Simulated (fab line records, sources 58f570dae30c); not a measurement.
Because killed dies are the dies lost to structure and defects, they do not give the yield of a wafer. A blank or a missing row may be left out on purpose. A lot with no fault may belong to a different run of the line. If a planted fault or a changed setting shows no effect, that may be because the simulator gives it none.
Which of the tools did it?    flow berkeleyCmos170    7 lots, 21 wafers sampled, at 2 steps of a route of 331

== WHAT THE GAUGES SHOWED, per wafer ==
UCB170_GATE_CD_MEAS_12: the cd target is 350 nm.
lot   measured      on        cdNm (nm)
L708  day 6 03:17   cdSem-01  351.9 351.6 350.3
L710  day 6 10:50   cdSem-01  349.7 350.8 350.2
L712  day 7 06:18   cdSem-01  349.2 347.9 348.5
L720  day 8 01:10   cdSem-02  341.1 340.7 341.0
L725  day 9 03:50   cdSem-01  349.1 349.2 350.7
L724  day 9 04:46   cdSem-01  351.8 350.1 350.3
L730  day 10 07:40  cdSem-02  351.6 351.4 351.1

== WHICH TOOL RAN EACH LOT (tool, then ch and the chambers of the sampled wafers, then the start) ==
lot   UCB170_GATE_SOFTBAKE_08
L708  lithoTrack-01 ch 0, day 6 01:00
L710  lithoTrack-04 ch 0, day 6 10:00
L712  lithoTrack-01 ch 0, day 7 05:00
L720  lithoTrack-04 ch 0, day 8 00:00
L725  lithoTrack-01 ch 0, day 9 02:00
L724  lithoTrack-03 ch 0, day 9 03:00
L730  lithoTrack-03 ch 0, day 10 06:00
- UCB170_GATE_SOFTBAKE_08: time 60 s.

== THE ANSWER, worked out from the rows above alone ==
Rule: the usual values come from the lots themselves. The widest of any qualifying gaps counts: lots, ordered by their means at a reading, are off when they make up no more than a third of the lots, leave a main group of 4 or more, and stand apart from it by 3 or more times the standard deviation of that group's means. If all means in a main group match to the digits the tables above print for the reading, that group is not used. A lot without any number at a reading at which 4 lots or more have one is off too. All remaining lots with rows at the step are treated as sound.
Off, at UCB170_GATE_CD_MEAS_12 on cdNm: L720. Main group: mean 350.3 nm, sd 0.98.
A tool fits if, at a process step before that reading, it ran every lot that is off, and no sound lot after the first of them. Those tools and the gauges at UCB170_GATE_CD_MEAS_12 are tried in the same way. One fits: lithoTrack-04 at UCB170_GATE_SOFTBAKE_08. Its last sound lot is L710 (day 6 10:00), its first lot that is off L720 (day 8 00:00): a fault that began between those two fits.

== WHAT HAD BEEN PUT IN BY THE SIMULATOR ==
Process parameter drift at UCB170_GATE_SOFTBAKE_08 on lithoTrack-04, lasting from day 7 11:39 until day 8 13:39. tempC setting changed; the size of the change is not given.
Shown lots that were struck: L720. This agrees with what the rule above found.
